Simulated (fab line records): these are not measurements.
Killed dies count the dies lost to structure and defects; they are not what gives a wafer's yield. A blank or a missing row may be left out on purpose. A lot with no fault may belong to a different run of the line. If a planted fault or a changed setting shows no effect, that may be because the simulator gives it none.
Which tool did it?    flow ritCmos    13 lots, 39 wafers sampled, at 2 steps of a route of 202

== WHAT THE GAUGES SHOWED, per wafer ==
Not one reading of a measure or inspect step in the record can be checked against a usual standard deviation.

== TOOL THAT RAN EACH LOT (tool first, then ch and the chambers of the sampled wafers, then the start) ==
lot   RIT_FOX2_WET_ETCH_03           RIT_M1_PROBE_99
L980  wetBench-04 ch 1, day 2 03:05  -
L981  wetBench-02 ch 2, day 2 05:53  -
L982  wetBench-01 ch 3, day 2 12:23  -
L983  wetBench-02 ch 0, day 2 16:26  -
L984  wetBench-02 ch 3, day 2 20:59  -
L993  wetBench-01 ch 1, day 4 19:21  prober-02, day 6 14:29
L994  wetBench-01 ch 2, day 4 23:40  -
L995  wetBench-01 ch 1, day 5 04:37  prober-02, day 6 23:12
L996  wetBench-01 ch 2, day 5 13:11  -
L997  wetBench-04 ch 3, day 5 15:17  -
L999  wetBench-01 ch 0, day 6 04:04  -
L101  wetBench-01 ch 1, day 6 10:10  -
L102  wetBench-04 ch 0, day 6 15:05  -
- RIT_FOX2_WET_ETCH_03: etches Si3N4 in H3PO4, target depth 195 nm, time 2700 s.
- RIT_M1_PROBE_99

== WHAT THE TOOLS THEMSELVES READ (means of the sampled wafers that have a number; where no wafer has one, the mark that the record gives instead) ==
RIT_FOX2_WET_ETCH_03. Usual: bathGuardTempC 165.3 C, standard deviation 0.31; runLengthS 2728 s, standard deviation 3.4.
lot   tool         bathGuardTempC (C)  runLengthS (s)  flag
L980  wetBench-04  165.2               2727            
L981  wetBench-02  165.2               2727            
L982  wetBench-01  165.3               2725            
L983  wetBench-02  165.2               2723            
L984  wetBench-02  165.0               4486            OFF
L993  wetBench-01  165.7               2728            
L994  wetBench-01  165.4               2726            
L995  wetBench-01  165.5               2727            
L996  wetBench-01  165.4               2734            
L997  wetBench-04  165.2               2726            
L999  wetBench-01  164.9               2725            
L101  wetBench-01  165.4               2726            
L102  wetBench-04  164.9               2734            

RIT_M1_PROBE_99. Usual: killedAtContacts 0.1, standard deviation 0.23; killedAtFrontEnd 6.7, standard deviation 2.7; killedDies 6.7, standard deviation 2.7; killedOpen 3.2, standard deviation 1.8; killedShort 3.5, standard deviation 1.9.
lot   tool       killedAtContacts  killedAtFrontEnd  killedDies  killedOpen  killedShort  flag
L993  prober-02  0.0               8.3               8.3         4.3         4.0          
L995  prober-02  0.0               4.7               4.7         1.7         3.0          

== THE ANSWER, worked out from the rows above alone ==
Rule: lot off if the mean of its wafers having a number is beyond 3 standard deviations from the usual mean. A lot without any number at a reading at which 4 lots or more have one is off too. Any other lot the step has rows for is counted as sound. Order of review: gauges by route order, followed by the tools' own readings, for which a lot's mean as printed above is used. At the first step where some lot is off, the reading lying furthest off is the one used; lots without a number count as furthest.
Off at RIT_FOX2_WET_ETCH_03 (runLengthS): L984.
A tool fits if, at that step or a process step before it, it ran every lot that is off, and no sound lot after the first of them. One fits: RIT_FOX2_WET_ETCH_03 on wetBench-02. Its last sound lot is L983 (day 2 16:26), its first lot that is off L984 (day 2 20:59): a fault that began between those two fits.
The tool's own readings at RIT_FOX2_WET_ETCH_03 bear it out: on the lots that are off they differ by more than 5 times the standard deviation of the sound lots' means. runLengthS reads 4486 s there against 2727 s on the sound lots.

== WHAT THE SIMULATOR HAD INSERTED ==
wetBench-02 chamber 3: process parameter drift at RIT_FOX2_WET_ETCH_03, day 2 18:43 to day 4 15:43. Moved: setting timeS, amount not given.
Shown lots that were struck: L984. The rule above found the same.
